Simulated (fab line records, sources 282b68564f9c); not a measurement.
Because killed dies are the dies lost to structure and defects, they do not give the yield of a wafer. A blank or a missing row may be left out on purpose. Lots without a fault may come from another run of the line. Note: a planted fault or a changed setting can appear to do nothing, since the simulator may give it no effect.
fab line records    flow rit_cmos
[record] lots = 11  wafers = 33  last_day = 7
route steps=202 shown CONTACT@173 M1@202
lots with no fault: from the same line, run without faults
start_h: hours from the record's first day to the start of the lot's first wafer shown    wait_h: how many hours have passed since the lot's step before this one    " unchanged from the row above    L1.1+2: one row covering several wafers at once    - no value, or no start was given    * or withheld: withheld    < > ~ a bound
route shown NAME@n: NAME is a module with steps in the file, n the number in the route of the first one    usual: mean/standard deviation taken from wafers without a fault    same: alike in all rows    chamber/n: place in a boat    sites: the reading at each site    _std_site: standard deviation across them    _edge_site: outer sites' mean less inner sites'    radius_mm: how far each site lies from the wafer's centre    mask NAME#n: copy n    behind: tool/chamber where the wafer was last shaped    hold: cause of the lot's hold/its duration in hours/its outcome    device: which transistor (n, p or np) failed to switch    end of line: tests of these same wafers at the route's end    a step without rows: its recipe alone    killed: dies lost to structure and defects at the first sort, not the wafer's yield    map: the dies of a wafer, with x for killed, . for not killed, _ for no die there
set.NAME: the setting the step ran with; set.NAME@STEP: the setting that earlier step ran with    model.NAME: the simulator's own value behind a step, which no gauge read
a sample of lots followed through the steps of the route, with each step as a table and each wafer as a row
services: from which hour (start_h, from the record's first day; less than 0 if before it) a tool's chamber was out of use, for how many hours, and why
[[steps]]
[step RIT_CONTACT_EXPOSE_05]
[recipe] mask_id = M11  na = 0.6  source_shape = conventional  sigma_outer = 0.5  target_cd_nm = 1000  dose_mj = 250
[usual] exposure_dose_mJ_cm2 = 249.96/0.23  stage_vel_mm_s = 500.01/0.23
[same] sigma_outer = 0.5
lot.wafer  tool              chamber  start_h  wait_h  mask   exposure_dose_mJ_cm2  stage_vel_mm_s
L705.4     iline_stepper-01  0        51.93    0.2     M11#0  250.07                500.35
L705.5     "                 0        "        "       M11#0  250.25                499.96
L705.6     "                 0        "        "       M11#0  249.80                499.97
L706.3     iline_stepper-02  0        58.58    0.2     M11#0  249.98                500.01
L706.5     "                 0        "        "       M11#0  249.77                500.17
L706.6     "                 0        "        "       M11#0  249.86                500.09
L707.2     iline_stepper-01  0        63.43    0.2     M11#0  249.98                500.22
L707.4     "                 0        "        "       M11#0  250.00                500.05
L707.5     "                 0        "        "       M11#0  249.67                500.34
L708.1     iline_stepper-02  0        68.25    0.2     M11#0  249.64                499.41
L708.2     "                 0        "        "       M11#0  249.94                499.67
L708.6     "                 0        "        "       M11#0  249.93                499.58
L709.2     iline_stepper-02  0        72.30    0.1     M11#0  249.73                499.84
L709.3     "                 0        "        "       M11#0  249.69                500.08
L709.6     "                 0        "        "       M11#0  250.30                499.95
L710.3     iline_stepper-01  0        77.40    0.2     M11#0  249.98                500.03
L710.4     "                 0        "        "       M11#0  249.99                500.22
L710.5     "                 0        "        "       M11#0  249.93                500.28
L711.2     iline_stepper-02  0        80.91    0.2     M11#0  249.59                499.90
L711.3     "                 0        "        "       M11#0  250.10                499.90
L711.5     "                 0        "        "       M11#0  249.82                500.15
L719.3     iline_stepper-01  0        123.78   0.1     M11#0  247.46                500.21
L719.5     "                 0        "        "       M11#0  247.29                500.18
L719.6     "                 0        "        "       M11#0  247.49                500.33
L722.1     iline_stepper-02  0        137.19   0.3     M11#0  249.59                500.08
L722.3     "                 0        "        "       M11#0  249.68                500.09
L722.4     "                 0        "        "       M11#0  249.88                499.95
L724.3     iline_stepper-02  0        150.89   0.2     M11#0  249.88                499.59
L724.5     "                 0        "        "       M11#0  249.96                499.84
L724.6     "                 0        "        "       M11#0  250.08                499.53
L726.1     iline_stepper-02  0        159.14   0.2     M11#0  250.25                499.97
L726.4     "                 0        "        "       M11#0  249.84                500.41
L726.6     "                 0        "        "       M11#0  250.02                499.95
[step RIT_CONTACT_CD_MEAS_08]
[recipe] target_cd_nm = 1000
[usual] cd_nm = 999.7/2.3
lot.wafer  tool       chamber  start_h  wait_h  cd_nm
L705.4     cd_sem-02  -        52.51    -       1000.6
L705.5     "          -        "        "       1000.3
L705.6     "          -        "        "       1000.6
L706.3     cd_sem-01  -        59.10    -       1002.4
L706.5     "          -        "        "       1000.0
L706.6     "          -        "        "       1002.8
L707.2     cd_sem-02  -        63.94    -       995.8
L707.4     "          -        "        "       994.5
L707.5     "          -        "        "       997.0
L708.1     cd_sem-02  -        68.77    -       1000.2
L708.2     "          -        "        "       1001.5
L708.6     "          -        "        "       1000.1
L709.2     cd_sem-02  -        72.82    -       994.9
L709.3     "          -        "        "       994.0
L709.6     "          -        "        "       993.7
L710.3     cd_sem-02  -        77.92    -       1003.0
L710.4     "          -        "        "       1002.5
L710.5     "          -        "        "       1002.2
L711.2     cd_sem-01  -        81.42    -       998.0
L711.3     "          -        "        "       997.3
L711.5     "          -        "        "       999.8
L719.3     cd_sem-02  -        124.29   -       1011.8
L719.5     "          -        "        "       1020.4
L719.6     "          -        "        "       1027.7
L722.1     cd_sem-02  -        137.70   -       996.6
L722.3     "          -        "        "       998.0
L722.4     "          -        "        "       998.9
L724.3     cd_sem-01  -        151.41   -       1001.8
L724.5     "          -        "        "       1002.3
L724.6     "          -        "        "       1000.9
L726.1     cd_sem-02  -        159.66   -       998.3
L726.4     "          -        "        "       996.1
L726.6     "          -        "        "       1000.2
[step RIT_M1_PROBE_99]
[usual] killed_at_M0_to_M3 = 0.0/0.083  killed_at_contacts = 0.1/0.25  killed_at_front_end = 7.1/2.9  killed_dies = 7.2/2.9  killed_open = 3.6/1.9  killed_short = 3.5/1.9
[same] gross_dies = 264  killed_at_M4_up = 0  killed_at_back_side = 0  killed_at_other = 0
lot.wafer  tool       chamber  start_h  wait_h  killed_at_M0_to_M3  killed_at_contacts  killed_at_front_end  killed_dies  killed_open  killed_short
L719.3     prober-01  -        130.47   0.2     0                   0                   9                    9            7            2
L719.5     prober-01  -        130.57   0.2     0                   0                   4                    4            0            4
L719.6     prober-01  -        130.62   0.2     0                   0                   6                    6            3            3
// killed by level:class
L719.3 FOX1:geometric_particle:open=4 FOX1:geometric_particle:short=2 GATE:geometric_particle:open=2 SILICIDE:geometric_particle:open=1
L719.5 REOX:geometric_particle:short=3 GATE:geometric_particle:short=1
L719.6 FOX2:geometric_particle:open=2 FOX1:geometric_particle:short=1 GATE:geometric_particle:short=1 SPACER:geometric_particle:short=1 SPACER:geometric_particle:open=1
[[services]]
tool              chamber  start_h  hours  kind
iline_stepper-02  -        63.14    1.7    pm
iline_stepper-01  -        72.65    4.4    pm
iline_stepper-02  -        123.64   2.7    repair
iline_stepper-02  -        145.81   4.9    repair
[[key]]
[first_sign] step = RIT_CONTACT_EXPOSE_05  reading = exposure_dose_mJ_cm2  direction = down  sigmas = 11  usual = 249.96  struck = 247.41
[effect] step = RIT_CONTACT_CD_MEAS_08  reading = cd_nm  direction = up  sigmas = 8.7  usual = 999.7  struck = 1019.9  through = control_loop
met_at RIT_CONTACT_EXPOSE_05
struck_lots L719
tester_left_out L719
[loop_trim] step = RIT_CONTACT_EXPOSE_05  setting = dose  lots = L719
onset_between 77.40 123.78
[fault] kind = process_parameter_drift  tool = iline_stepper-01  chamber = -  onset_h = 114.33  steps = RIT_CONTACT_EXPOSE_05  channel = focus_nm  offset = 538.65  spread_by_wafer = 0.3  shape = step  end_h = 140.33
// tester_left_out: of these lots the tester's yield and bins aren't shown, on N5 and GAA mostly nor the transistor test; their killed dies are dies lost to structure and defects alone, not to doping, threshold or leakage, so they don't give the yield
// loop_trim: a control loop set the setting to another value than it would have without faults
